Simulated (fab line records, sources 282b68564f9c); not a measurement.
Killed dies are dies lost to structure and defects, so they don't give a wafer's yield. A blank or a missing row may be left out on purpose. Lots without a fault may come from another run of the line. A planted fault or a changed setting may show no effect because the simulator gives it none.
Split-lot experiment | flow rit_cmos | 5 lots, 23 wafers read, on a route of 202 steps

THE SPLIT
At RIT_NWELL_IMPLANT_08, the setting dose_cm2 was moved away from the recipe's 5e+13 on 10 of the 23 wafers read, by -6.5% to +4.7%. The other wafers ran this setting at the recipe's value.

FROM THE SPLIT TO THE READING: what the file shows between them, 6 steps
- RIT_NWELL_STRIP_09: strips in O2, time 180 s
- RIT_NWELL_TW_MEAS_10
- RIT_PWELL_IMPLANT_08 (also split here: dose_cm2)
- RIT_PWELL_STRIP_09: strips in O2, time 180 s
- RIT_PWELL_TW_MEAS_10
- RIT_WELLDRIVE_ANNEAL_00: time 14700 s

THE READING
NWELL_RS, in ohm/sq, at RIT_WELLDRIVE_RS_MEAS_01 (measures by four-point-probe). Fault-free wafers of this fab line usually give 275.5 ohm/sq, standard deviation 0.73 ohm/sq.

wafer  | tool, chamber at the split | dose_cm2 as run | against the recipe | NWELL_RS, ohm/sq | against lot-mates on the recipe
L074.1 | implanter-02, 0            | 5e+13           | recipe             | 275.2            | -
L074.2 | implanter-02, 0            | 5e+13           | recipe             | 274.4            | -
L074.3 | implanter-02, 0            | 5.236e+13       | +4.7%              | 267.6            | -6.9
L074.5 | implanter-02, 0            | 5e+13           | recipe             | 273.9            | -
L074.6 | implanter-02, 0            | 5.236e+13       | +4.7%              | 267.3            | -7.2
L077.1 | implanter-01, 0            | 5e+13           | recipe             | 275.8            | -
L077.3 | implanter-01, 0            | 4.675e+13       | -6.5%              | 287.1            | +11.1
L077.4 | implanter-01, 0            | 4.675e+13       | -6.5%              | 287.4            | +11.4
L077.5 | implanter-01, 0            | 5e+13           | recipe             | 276.2            | -
L077.6 | implanter-01, 0            | 4.675e+13       | -6.5%              | 288.1            | +12.1
L078.2 | implanter-02, 0            | 5e+13           | recipe             | 275.7            | -
L078.3 | implanter-02, 0            | 5e+13           | recipe             | 275.6            | -
L078.4 | implanter-02, 0            | 5e+13           | recipe             | 275.3            | -
L082.1 | implanter-04, 0            | 4.788e+13       | -4.2%              | 283.0            | +7.8
L082.2 | implanter-04, 0            | 5e+13           | recipe             | 274.8            | -
L082.4 | implanter-04, 0            | 5e+13           | recipe             | 275.7            | -
L082.5 | implanter-04, 0            | 5e+13           | recipe             | 275.2            | -
L082.6 | implanter-04, 0            | 4.788e+13       | -4.2%              | 282.1            | +6.9
L084.1 | implanter-02, 0            | 4.715e+13       | -5.7%              | 284.5            | +9.4
L084.2 | implanter-02, 0            | 5e+13           | recipe             | 274.8            | -
L084.3 | implanter-02, 0            | 5e+13           | recipe             | 275.5            | -
L084.4 | implanter-02, 0            | 4.715e+13       | -5.7%              | 284.9            | +9.8
L084.5 | implanter-02, 0            | 4.715e+13       | -5.7%              | 285.5            | +10.4

THE FIT
A straight line over all 23 wafers: NWELL_RS changes by -1.77 ohm/sq for each +1% of dose_cm2; r = -0.99; the points scatter about the line by 0.66 ohm/sq.
The same after taking each lot's own level away (the mean of its wafers on the recipe; 23 wafers): -1.69 ohm/sq for each +1%; r = -1.00; scatter 0.49 ohm/sq.
On that fit, the largest move of dose_cm2 shifts the reading by 11 ohm/sq.
The lots' own levels span 274.50 to 276.00 ohm/sq, that is 2.1 times the standard deviation above.
So the lot-to-lot level changes the slope little: the two slopes agree.
Check: with one of the wafers moved furthest among these (-6.5%) left out of the fit, the line predicts +11.2 ohm/sq for it against its lot-mates. It came out at +11.1 ohm/sq against them.

OTHER SPLITS ON THESE WAFERS
These wafers also went through other splits before the reading. Each is held against what the fit with the lots' levels taken away leaves over:
other split on the same wafers       | wafers away from the commonest value | r with NWELL_RS (lot level and that fit taken away)
RIT_ACTIVE_CVD_03 temp_c             | 10                                   | -0.19
RIT_ACTIVE_DEVELOP_10 develop_time_s | 4                                    | +0.23
RIT_PWELL_IMPLANT_08 dose_cm2        | 7                                    | +0.23

THE WHOLE CHAIN: every reading that the file lists as answering this split, in the file's order
step                     | what it does                 | reading  | change (the file's fit)           | r (the file's)
RIT_NWELL_TW_MEAS_10     |                              | NWELL_TW | +7.29 for each +1% of the setting | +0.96
RIT_WELLDRIVE_RS_MEAS_01 | measures by four-point-probe | NWELL_RS | -1.7 for each +1% of the setting  | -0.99

THE FILE'S OWN FIT
NWELL_RS changes by -1.7 ohm/sq for each +1% of dose_cm2, r = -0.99.
